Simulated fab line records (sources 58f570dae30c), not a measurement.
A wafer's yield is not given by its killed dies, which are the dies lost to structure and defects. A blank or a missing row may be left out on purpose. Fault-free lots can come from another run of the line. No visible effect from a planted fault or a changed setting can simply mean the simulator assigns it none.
Which tool did it? -- flow berkeley-cmos170 -- 13 lots, 39 wafers sampled, at 5 steps of a route of 331

WHAT THE GAUGES READ, wafer by wafer
UCB170_M1_CD_MEAS_90: target cd 700 nm.
lot,measured,on,cd-nm (nm)
L801,day 8 20:08,cd-sem-01,701.1 697.4 699.5
L802,day 8 20:40,cd-sem-01,698.6 703.0 700.8
L803,day 8 21:04,cd-sem-02,699.8 702.1 704.8
L806,day 9 05:46,cd-sem-02,699.2 695.5 699.1
L805,day 9 12:47,cd-sem-02,703.4 700.8 702.2
L810,day 10 02:26,cd-sem-02,698.8 699.3 703.3
L811,day 10 05:56,cd-sem-02,699.8 699.8 699.7
L815,day 10 15:16,cd-sem-02,702.3 700.2 699.5
L816,day 10 15:34,cd-sem-02,687.7 687.1 698.9 687.7 686.8 698.9
L814,day 10 15:51,cd-sem-01,699.3 699.8 700.5
L821,day 11 19:57,cd-sem-02,699.6 696.8 700.1
L822,day 12 13:01,cd-sem-02,700.0 699.9 701.9
L824,day 12 13:34,cd-sem-01,701.6 700.3 701.4

UCB170_V1_THK_MEAS_01.
lot,measured,on,V1_TEOS_THK (nm)
L801,day 8 22:10,film-metro-02,2008 2032 2008
L802,day 8 23:26,film-metro-01,1994 2027 2043
L803,day 8 23:26,film-metro-02,1972 1980 2016
L806,day 9 07:22,film-metro-01,1993 1985 2015
L805,day 9 14:23,film-metro-01,1993 1987 2040
L810,day 10 04:02,film-metro-02,1954 1972 1962
L811,day 10 07:31,film-metro-01,2073 2029 2043
L815,day 10 16:56,film-metro-03,2009 2011 2042
L816,day 10 19:47,film-metro-03,2046 2013 2064
L814,day 10 18:11,film-metro-02,2003 1990 2016
L821,day 11 22:39,film-metro-01,1969 2001 2008
L822,day 12 17:37,film-metro-03,1962 2010 2018
L824,day 12 17:37,film-metro-01,1958 1982 1998

WHICH TOOL RAN EACH LOT (tool, then ch and the chambers of the sampled wafers, then the start)
lot,UCB170_M1_ETCH_11,UCB170_M1_METAL_ETCH_12,UCB170_M1_STRIP_13
L801,"rie-diel-03 ch 0,1,3, day 8 19:48","rie-metal-03 ch 0,1, day 8 19:53","plasma-asher-04 ch 0,1, day 8 20:01"
L802,"rie-diel-02 ch 0,3, day 8 20:22","rie-metal-01 ch 0,1, day 8 20:25","plasma-asher-04 ch 0,1, day 8 20:32"
L803,"rie-diel-04 ch 0,2, day 8 20:46","rie-metal-03 ch 0,1, day 8 20:49","plasma-asher-02 ch 0,1, day 8 20:56"
L806,"rie-diel-04 ch 0,1,3, day 9 05:29","rie-metal-03 ch 0,1, day 9 05:32","plasma-asher-04 ch 0,1, day 9 05:40"
L805,"rie-diel-04 ch 2,3, day 9 12:27","rie-metal-01 ch 0,1, day 9 12:29","plasma-asher-04 ch 1, day 9 12:40"
L810,"rie-diel-02 ch 0,1,3, day 10 02:10","rie-metal-03 ch 0,1, day 10 02:12","plasma-asher-02 ch 0,1, day 10 02:20"
L811,"rie-diel-02 ch 1,2, day 10 05:37","rie-metal-02 ch 0,1, day 10 05:41","plasma-asher-02 ch 0,1, day 10 05:49"
L815,"rie-diel-02 ch 0,1,2, day 10 14:58","rie-metal-01 ch 0,1, day 10 15:01","plasma-asher-02 ch 0,1, day 10 15:08"
L816,"rie-diel-04 ch 0,2,3, day 10 15:18","rie-metal-03 ch 0,1, day 10 15:20","plasma-asher-02 ch 1, day 10 15:28"
L814,"rie-diel-03 ch 1,2, day 10 15:34","rie-metal-01 ch 0,1, day 10 15:37","plasma-asher-03 ch 0,1, day 10 15:45"
L821,"rie-diel-03 ch 0,2,3, day 11 19:40","rie-metal-02 ch 0,1, day 11 19:43","plasma-asher-03 ch 0,1, day 11 19:51"
L822,"rie-diel-04 ch 0,3, day 12 12:43","rie-metal-01 ch 0,1, day 12 12:46","plasma-asher-04 ch 0,1, day 12 12:53"
L824,"rie-diel-04 ch 0,3, day 12 13:16","rie-metal-02 ch 0,1, day 12 13:19","plasma-asher-02 ch 0,1, day 12 13:26"
- UCB170_M1_ETCH_11: etches BARC in N2/H2.
- UCB170_M1_METAL_ETCH_12: etches Al in Cl2/BCl3, stops on PSG, target depth 780 nm, time 130 s.
- UCB170_M1_STRIP_13: strips in O2.

WHAT THE TOOLS THEMSELVES READ (means of the sampled wafers that have a number; where no wafer has one, the mark that the record gives instead)
UCB170_M1_ETCH_11.
lot,tool,chamber-pressure-mTorr (mTorr),drypump-motor-current-A (A),oes-product-au (a.u.),throttle-valve-pct (%)
L801,rie-diel-03,30.009,5.9,1.007,13.35
L802,rie-diel-02,29.999,5.7,0.989,13.19
L803,rie-diel-04,29.987,5.6,0.989,13.27
L806,rie-diel-04,30.009,6.1,0.984,13.32
L805,rie-diel-04,30.009,5.3,0.994,12.98
L810,rie-diel-02,30.017,5.5,0.983,13.31
L811,rie-diel-02,29.989,5.8,1.025,13.39
L815,rie-diel-02,30.011,5.6,1.011,13.33
L816,rie-diel-04,30.010,5.6,0.986,13.13
L814,rie-diel-03,29.995,6.0,0.987,13.41
L821,rie-diel-03,30.020,5.9,0.994,13.35
L822,rie-diel-04,29.983,6.0,0.993,13.09
L824,rie-diel-04,29.986,6.0,0.991,13.09

UCB170_M1_METAL_ETCH_12.
lot,tool,chamber-pressure-mTorr (mTorr),drypump-motor-current-A (A),oes-product-au (a.u.),throttle-valve-pct (%)
L801,rie-metal-03,11.993,5.2,0.857,24.47
L802,rie-metal-01,11.999,6.2,0.857,24.11
L803,rie-metal-03,12.000,5.2,0.849,24.46
L806,rie-metal-03,11.996,5.2,0.844,24.47
L805,rie-metal-01,12.000,6.2,0.849,24.12
L810,rie-metal-03,11.996,5.6,0.863,24.48
L811,rie-metal-02,12.010,5.5,0.871,24.27
L815,rie-metal-01,12.002,6.1,0.848,24.13
L816,rie-metal-03,12.001,5.6,0.771,24.53
L814,rie-metal-01,12.004,6.1,0.846,24.12
L821,rie-metal-02,11.998,5.5,0.865,24.27
L822,rie-metal-01,11.991,6.2,0.858,24.12
L824,rie-metal-02,11.999,5.7,0.843,24.34

UCB170_M1_STRIP_13.
lot,tool,chamber-pressure-mTorr (mTorr),drypump-motor-current-A (A),oes-product-au (a.u.)
L801,plasma-asher-04,3500,5.5,0.720
L802,plasma-asher-04,3499,5.5,0.720
L803,plasma-asher-02,3498,6.3,0.716
L806,plasma-asher-04,3498,5.5,0.722
L805,plasma-asher-04,3499,5.5,0.722
L810,plasma-asher-02,3504,6.2,0.720
L811,plasma-asher-02,3499,6.2,0.716
L815,plasma-asher-02,3499,6.3,0.719
L816,plasma-asher-02,3502,6.3,0.639
L814,plasma-asher-03,3498,5.6,0.718
L821,plasma-asher-03,3500,6.0,0.721
L822,plasma-asher-04,3499,5.5,0.713
L824,plasma-asher-02,3500,6.2,0.722

THE ANSWER, worked out from the rows above alone
Rule: what is usual is taken from the lots themselves. The widest of any qualifying gaps counts: lots, ordered by their means at a reading, are off when they make up no more than a third of the lots, leave a main group of 4 or more, and stand apart from it by 3 or more times the standard deviation of that group's means. The tables above print the reading to a certain number of digits; a main group whose means all agree to those digits is not used. A lot without any number at a reading at which 4 lots or more have one is off too. All remaining lots with rows at the step are treated as sound. First the gauges in route order, then the tools' own readings, where a lot's mean is used as printed above. The first step at which some lot is off is used, and at that step the reading that is off furthest; a lot without a number counts as furthest.
Off at UCB170_M1_CD_MEAS_90 (cd-nm): L816. The main group: mean 700.3 nm, standard deviation 1.2.
A tool fits if, at a process step before that reading, it ran every lot that is off, and no sound lot after the first of them. The gauges at UCB170_M1_CD_MEAS_90 aren't tried: what is off there is off at UCB170_M1_METAL_ETCH_12 too, on other tools, and a gauge's error can't cause that. One fits: rie-metal-03 at UCB170_M1_METAL_ETCH_12. Its last sound lot is L810 (day 10 02:12), its first lot that is off L816 (day 10 15:20): a fault that began between those two fits.
The tool's own readings at UCB170_M1_METAL_ETCH_12 bear it out: on the lots that are off they differ by more than 5 times the standard deviation of the sound lots' means. oes-product-au reads 0.771 a.u. there against 0.854 a.u. on the sound lots.

WHAT WAS PUT IN BY THE SIMULATOR
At UCB170_M1_METAL_ETCH_12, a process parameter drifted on rie-metal-03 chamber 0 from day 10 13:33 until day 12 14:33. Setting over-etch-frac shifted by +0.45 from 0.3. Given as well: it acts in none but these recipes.
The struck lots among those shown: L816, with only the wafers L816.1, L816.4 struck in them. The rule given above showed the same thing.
